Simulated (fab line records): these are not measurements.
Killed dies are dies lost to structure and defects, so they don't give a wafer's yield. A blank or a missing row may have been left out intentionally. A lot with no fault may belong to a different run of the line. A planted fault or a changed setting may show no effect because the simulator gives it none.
Which tool was responsible? || flow berkeley_cmos170 || 6 lots, 18 wafers sampled, at 4 steps of a route of 331

WHAT THE GAUGES SHOWED, per wafer
UCB170_PLDD_CD_MEAS_06: target cd 1200 nm.
{"lot": "L798", "measured": "day 7 13:22", "on": "cd_sem-02", "cd_nm (nm)": "1200.9 1200.2 1202.0"}
{"lot": "L799", "measured": "day 7 12:58", "on": "cd_sem-02", "cd_nm (nm)": "1201.8 1202.7 1202.3"}
{"lot": "L802", "measured": "day 9 05:57", "on": "cd_sem-01", "cd_nm (nm)": "1201.5 1200.7 1202.6"}
{"lot": "L809", "measured": "day 10 12:31", "on": "cd_sem-02", "cd_nm (nm)": "1207.8 1205.3 1200.9"}
{"lot": "L812", "measured": "day 11 02:25", "on": "cd_sem-02", "cd_nm (nm)": "1199.3 1199.9 1198.2"}
{"lot": "L817", "measured": "day 12 01:01", "on": "cd_sem-02", "cd_nm (nm)": "1202.0 1201.4 1199.3"}

EACH LOT AND THE TOOL THAT RAN IT (in order: tool; ch and the chambers of the sampled wafers; start)
{"lot": "L798", "UCB170_ACTIVE_ETCH_15": "rie_diel-01 ch 1,3, day 5 04:29", "UCB170_NVT_STRIP_08": "plasma_asher-02 ch 0,1, day 6 19:54", "UCB170_PLDD_EXPOSE_03": "krf_scanner-02 ch 0, day 7 12:38"}
{"lot": "L799", "UCB170_ACTIVE_ETCH_15": "rie_diel-01 ch 0,1,3, day 5 10:07", "UCB170_NVT_STRIP_08": "plasma_asher-03 ch 0,1, day 6 20:43", "UCB170_PLDD_EXPOSE_03": "krf_scanner-01 ch 0, day 7 12:23"}
{"lot": "L802", "UCB170_ACTIVE_ETCH_15": "rie_diel-04 ch 0,1,2, day 6 15:02", "UCB170_NVT_STRIP_08": "plasma_asher-02 ch 0,1, day 8 03:53", "UCB170_PLDD_EXPOSE_03": "krf_scanner-01 ch 0, day 9 05:34"}
{"lot": "L809", "UCB170_ACTIVE_ETCH_15": "rie_diel-01 ch 0,2,3, day 7 17:25", "UCB170_NVT_STRIP_08": "plasma_asher-02 ch 0,1, day 9 17:18", "UCB170_PLDD_EXPOSE_03": "krf_scanner-02 ch 0, day 10 12:07"}
{"lot": "L812", "UCB170_ACTIVE_ETCH_15": "rie_diel-01 ch 0,3, day 8 08:58", "UCB170_NVT_STRIP_08": "plasma_asher-04 ch 0,1, day 9 22:10", "UCB170_PLDD_EXPOSE_03": "krf_scanner-01 ch 0, day 11 01:18"}
{"lot": "L817", "UCB170_ACTIVE_ETCH_15": "rie_diel-01 ch 0,1, day 9 11:38", "UCB170_NVT_STRIP_08": "plasma_asher-02 ch 0,1, day 11 05:05", "UCB170_PLDD_EXPOSE_03": "krf_scanner-01 ch 0, day 12 00:32"}
- UCB170_ACTIVE_ETCH_15: etches Si3N4 in CH3F/Ar/O2, stops on SiO2, target depth 242 nm, time 151 s.
- UCB170_NVT_STRIP_08: strips in O2.
- UCB170_PLDD_EXPOSE_03: exposes mask PSELECT, target cd 1200 nm.

THE ANSWER, worked out from the rows above alone
Rule: the usual values come from the lots themselves. Put in order of their means at a reading, lots are off if they are a third of the lots or fewer, leave a main group of 4 or more, and stand apart from it by a gap of 3 or more times the standard deviation of the main group's means; of several such gaps the widest counts. The tables above print the reading to a certain number of digits; a main group whose means all agree to those digits is not used. Also off: a lot with no number at a reading for which 4 or more lots have one. All remaining lots with rows at the step are treated as sound.
No lot is off at any reading shown: from this, nothing can be told.

WHAT HAD BEEN PUT IN BY THE SIMULATOR
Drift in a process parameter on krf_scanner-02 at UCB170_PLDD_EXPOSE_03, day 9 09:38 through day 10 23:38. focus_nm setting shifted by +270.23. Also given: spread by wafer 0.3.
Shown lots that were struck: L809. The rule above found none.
